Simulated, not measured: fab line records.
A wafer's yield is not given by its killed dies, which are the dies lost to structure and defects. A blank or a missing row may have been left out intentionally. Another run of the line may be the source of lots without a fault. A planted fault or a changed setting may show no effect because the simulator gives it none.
Problem report in the 8D (eight disciplines) form, filled by code :: flow berkeley_cmos170 :: the parts of the form that need people (team, actions taken, sign-off) are left out

== 1. WHAT WENT WRONG ==
At UCB170_GATE_COAT_07, spin_speed_rpm averages 1590.7 rpm over 9 wafers from 3 lots, while fault-free wafers read 1500.0 rpm, standard deviation 0.96. Relative to the usual mean, that is a shift of +94 standard deviations.
The step: resist thk 900 nm.
First observed at day 10 21:00: wafer L435.3, on litho_track-04. Wafers with a number at this step in the record: 21, from 7 lots. Rule for "out", or "out of limits": more than 4 standard deviations from the usual mean. The rest of the wafers with a number are treated as sound.

== 2. WHAT IT IS, WHAT IT ISN'T ==
question: which readings at this step
is: spin_speed_rpm
is not: -

question: which lots
is: L435, L437, L438
is not: L421, L428, L440, L441

question: which wafers of those lots
is: all that have a number
is not: -

question: read on which tools
is: litho_track-04
is not: litho_track-01

question: when
is: from day 10 21:00
is not: up to then (6 sound wafers); but 6 sound wafers of L440, L441 came after

== 3. WHAT RULES OUT EACH SUSPECT ==
Counting: a tool at a process step up to the reading stays a suspect if it ran every lot that is out and no sound lot after the first of them.
- litho_track-04 at UCB170_GATE_COAT_07 (resist thk 900 nm): kept. It processed each lot that is out, first L435 at day 10 21:00, and no sound lot thereafter; up to then, the last sound lot it processed was L428 at day 8 20:00. Its own readings are out on those wafers: spin_speed_rpm.
Remaining after the count: litho_track-04 at UCB170_GATE_COAT_07.

== 4. THE CAUSE (what the simulator had put in) ==
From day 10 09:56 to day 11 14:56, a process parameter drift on litho_track-04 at UCB170_GATE_COAT_07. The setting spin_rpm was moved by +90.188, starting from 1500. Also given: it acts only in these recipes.
Only this tool survived the counting.

== 5. THE CHAIN OF EFFECTS, in route order ==
Each row: a reading whose mean over the struck wafers that have a number lies more than 3 standard deviations from the usual. Readings are gone through only where the record gives a usual standard deviation; hours: the median, over the lots, of the time from a lot's start at the first step in this table giving one to that lot's start at this step; sigmas: the change measured in usual standard deviations.
hours: 0
step: UCB170_GATE_COAT_07
reading: spin_speed_rpm
usual: 1500.0 rpm
on struck wafers: 1590.7
change: +90.7
sigmas: +94
Here are the process steps it includes:
- UCB170_GATE_COAT_07: resist thk 900 nm.
Later steps that measure or inspect, where all struck wafers having a row at the step show a number for every such reading and not one has moved that far: UCB170_GATE_CD_MEAS_12, UCB170_GATE_OVL_MEAS_13.

== 6. HOW IT WOULD HAVE BEEN CAUGHT EARLIER ==
11 hours passed between the start of the fault at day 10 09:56 and the first reading out of limits in this record, taken at day 10 21:00.
